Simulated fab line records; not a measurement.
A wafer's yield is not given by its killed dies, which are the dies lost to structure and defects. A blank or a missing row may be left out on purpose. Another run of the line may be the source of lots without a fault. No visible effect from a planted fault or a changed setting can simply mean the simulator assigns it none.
Which of the tools did it? ; flow berkeley cmos170 ; 13 lots, 39 wafers sampled, at 3 steps of a route of 331

## WHAT THE GAUGES READ, wafer by wafer
UCB170_V2_THK_MEAS_04. Usual: V2_POLISHED_THK 1000.9 nm, standard deviation 1.2.
lot;measured;on;V2_POLISHED_THK (nm);flag
L718;day 7 17:45;film metro-02;1001.4 1000.4 999.3;
L719;day 8 02:29;film metro-03;1000.6 1001.2 1001.4;
L720;day 8 04:18;film metro-03;1002.5 999.6 1002.8;
L725;day 8 19:44;film metro-04;1002.7 1002.2 1000.5;
L726;day 8 21:28;film metro-02;1000.5 1001.0 999.6;
L721;day 8 22:37;film metro-03;1002.6 1002.7 999.7;
L727;day 9 06:49;film metro-04;1004.9 1001.9 1000.6;
L732;day 10 14:04;film metro-03;1002.2 1000.9 1003.5;
L733;day 10 14:22;film metro-03;999.7 999.8 999.9;
L734;day 10 14:43;film metro-04;1002.9 1002.6 999.9;
L737;day 11 01:17;film metro-03;1000.7 1000.7 1001.3;
L736;day 11 17:44;film metro-03;1001.2 1000.5 1000.4;
L740;day 11 20:38;film metro-03;1002.7 999.7 1002.8;

UCB170_M3_THK_MEAS_03: measures by xrf. Usual: M3_AL_THK 893 nm, standard deviation 12.
lot;measured;on;M3_AL_THK (nm);flag
L718;day 7 20:46;film metro-01;894 879 887;
L719;day 8 04:33;film metro-02;886 900 885;
L720;day 8 06:50;film metro-02;884 899 891;
L725;day 8 22:16;film metro-02;901 903 898;
L726;day 9 00:37;film metro-01;886 899 890;
L721;day 9 00:44;film metro-03;904 901 887;
L727;day 9 09:10;film metro-01;903 918 893;
L732;day 10 16:09;film metro-02;902 882 914;
L733;day 10 16:30;film metro-01;879 886 877;
L734;day 10 16:45;film metro-03;897 899 893;
L737;day 11 03:32;film metro-03;879 893 872;
L736;day 11 19:52;film metro-02;902 894 901;
L740;day 11 23:32;film metro-01;907 892 884;

## WHAT TOOL EACH LOT RAN ON (gives the tool, then ch and the chambers of the sampled wafers, and finally the start)
lot;UCB170_V2_CLEAN_05
L718;wet bench-03 ch 0, day 7 17:58
L719;wet bench-02 ch 0, day 8 02:32
L720;wet bench-03 ch 0, day 8 04:20
L725;wet bench-03 ch 0, day 8 19:48
L726;wet bench-02 ch 3, day 8 22:46
L721;wet bench-02 ch 2, day 8 22:46
L727;wet bench-02 ch 3, day 9 06:51
L732;wet bench-04 ch 1, day 10 14:07
L733;wet bench-03 ch 2, day 10 14:26
L734;wet bench-04 ch 2, day 10 14:46
L737;wet bench-03 ch 2, day 11 01:22
L736;wet bench-03 ch 1, day 11 17:47
L740;wet bench-03 ch 0, day 11 21:03
- UCB170_V2_CLEAN_05: cleans in DIW.

## WHAT THE TOOLS THEMSELVES READ (means of the sampled wafers that have a number; where no wafer has one, the mark that the record gives instead)
The record holds no such reading with a usual standard deviation.

## THE ANSWER, worked out from the rows above alone
Rule: a lot counts as off when the mean over its wafers that have a number is more than 3 standard deviations away from the usual mean. A lot without any number at a reading at which 4 lots or more have one is off too. The other lots that the step has rows for count as sound. The gauges are gone through in route order, then the tools' own readings, and for those a lot's mean is taken as printed above. At the first step where some lot is off, the reading lying furthest off is the one used; lots without a number count as furthest.
Nothing can be told from this: no lot is off at any reading shown.

## WHAT THE SIMULATOR HAD INSERTED
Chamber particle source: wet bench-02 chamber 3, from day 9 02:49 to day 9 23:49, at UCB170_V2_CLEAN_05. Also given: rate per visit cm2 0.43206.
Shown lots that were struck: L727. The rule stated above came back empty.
